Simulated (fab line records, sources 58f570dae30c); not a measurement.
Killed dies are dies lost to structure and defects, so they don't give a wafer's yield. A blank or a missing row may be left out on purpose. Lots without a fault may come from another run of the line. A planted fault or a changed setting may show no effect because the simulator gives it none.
One fault seen from 2 desks | flow berkeley_cmos170 | each desk has only its own numbers; what lay behind them comes last

THE TOOL OWNER'S DESK: lpcvd-01
The tool's own readings at UCB170_GATE_CVD_04 (deposits poly-Si from SiH4, time 1440 s, target thk 214 nm): means of the sampled wafers that have a number, for each lot that ran on this tool. A lot is out of limits, marked OUT, if its mean lies more than 4 standard deviations from the usual mean; the brackets give that distance.
Columns: A = pressure_mtorr at UCB170_GATE_CVD_04, usual 374.7 mTorr; B = spike_tc_centre_C at UCB170_GATE_CVD_04, usual 611.4 C; C = zone_power_source_pct at UCB170_GATE_CVD_04, usual 12.3 %
lot  | first seen here | A                       | B     | C
L738 | day 7 12:52     | 374.0                   | 610.0 | 14.3
L739 | day 7 23:13     | 374.8                   | 610.8 | 14.3
L740 | day 7 23:13     | 374.1                   | 613.1 | 10.2
L741 | day 7 23:13     | 373.9                   | 610.6 | 14.3
L742 | day 7 23:13     | 375.1                   | 610.2 | 14.3
L744 | day 8 10:50     | 449.2 (+99 or more) OUT | 611.2 | 14.2
L745 | day 8 10:50     | 449.2 (+99 or more) OUT | 612.8 | 10.2
L746 | day 8 10:50     | 448.5 (+99 or more) OUT | 609.4 | 14.4
L758 | day 11 15:33    | 374.8                   | 613.5 | 10.2
L759 | day 11 15:33    | 375.0                   | 612.8 | 10.2
L760 | day 11 15:33    | 374.9                   | 613.5 | 10.2
L761 | day 11 22:13    | 374.6                   | 610.5 | 14.2
This desk's finding: out of limits on L744, L745, L746; first on L744, day 8 10:50 (pressure_mtorr at UCB170_GATE_CVD_04). In limits: L738, L739, L740, L741, L742, L758, L759, L760, L761.

THE METROLOGY DESK
What the gauges read, lot by lot, whatever tool the lot ran on: means of the sampled wafers that have a number. A lot is out of limits, marked OUT, if its mean lies more than 4 standard deviations from the usual mean; the brackets give that distance.
Columns: A = ACTIVE_OXIDE_THK at UCB170_ACTIVE_THK_MEAS_03, usual 26.2 nm; B = GATE_POLY_THK at UCB170_GATE_THK_MEAS_05, usual 214.1 nm; C = cd_nm at UCB170_GATE_CD_MEAS_12, usual 350.2 nm
lot  | first seen here | A    | B               | C
L738 | day 4 22:31     | 26.9 | 216.3           | 350.0
L739 | day 5 05:26     | 26.3 | 215.1           | 349.9
L741 | day 5 05:26     | 26.5 | 214.2           | 351.6
L740 | day 5 05:29     | 25.8 | 212.1           | 348.4
L742 | day 5 05:30     | 26.1 | 215.7           | 351.0
L745 | day 5 16:13     | 25.9 | 234.1 (+12) OUT | 351.3
L746 | day 5 16:13     | 26.8 | 233.5 (+12) OUT | 350.4
L744 | day 5 16:13     | 26.4 | 234.0 (+12) OUT | 352.3
L753 | day 7 18:52     | 27.0 | 213.9           | 349.4
L754 | day 7 18:52     | 26.0 | 216.7           | 349.2
L755 | day 8 07:19     | 26.3 | 215.0           | 348.7
L758 | day 8 19:23     | 25.7 | 214.0           | 349.7
L760 | day 8 19:23     | 26.1 | 214.4           | 349.9
L759 | day 8 19:23     | 25.6 | 210.0           | 350.2
L761 | day 9 08:31     | 26.3 | 211.6           | 348.3
This desk's finding: out of limits on L744, L745, L746; first on L746, day 8 12:14 (GATE_POLY_THK at UCB170_GATE_THK_MEAS_05). In limits: L738, L739, L741, L740, L742, L753, L754, L755, L758, L760, L759, L761.

PUT TOGETHER
The tool owner's desk could have raised an alarm at day 8 10:50, on L744, L745, L746.
The metrology desk could have raised an alarm at day 8 12:14, on L744, L745, L746.
Of the lots named, all ran UCB170_GATE_CVD_04 on lpcvd-01.

WHAT THE SIMULATOR HAD PUT IN
Process parameter drift: lpcvd-01, from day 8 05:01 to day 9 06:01, at UCB170_GATE_CVD_04. Setting pressure_mtorr, moved by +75, from 375. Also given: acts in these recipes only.
Lots struck among those shown: L744, L745, L746.
Hours from the fault's start to each desk's first reading out of limits: the tool owner's desk, 6; the metrology desk, 7.
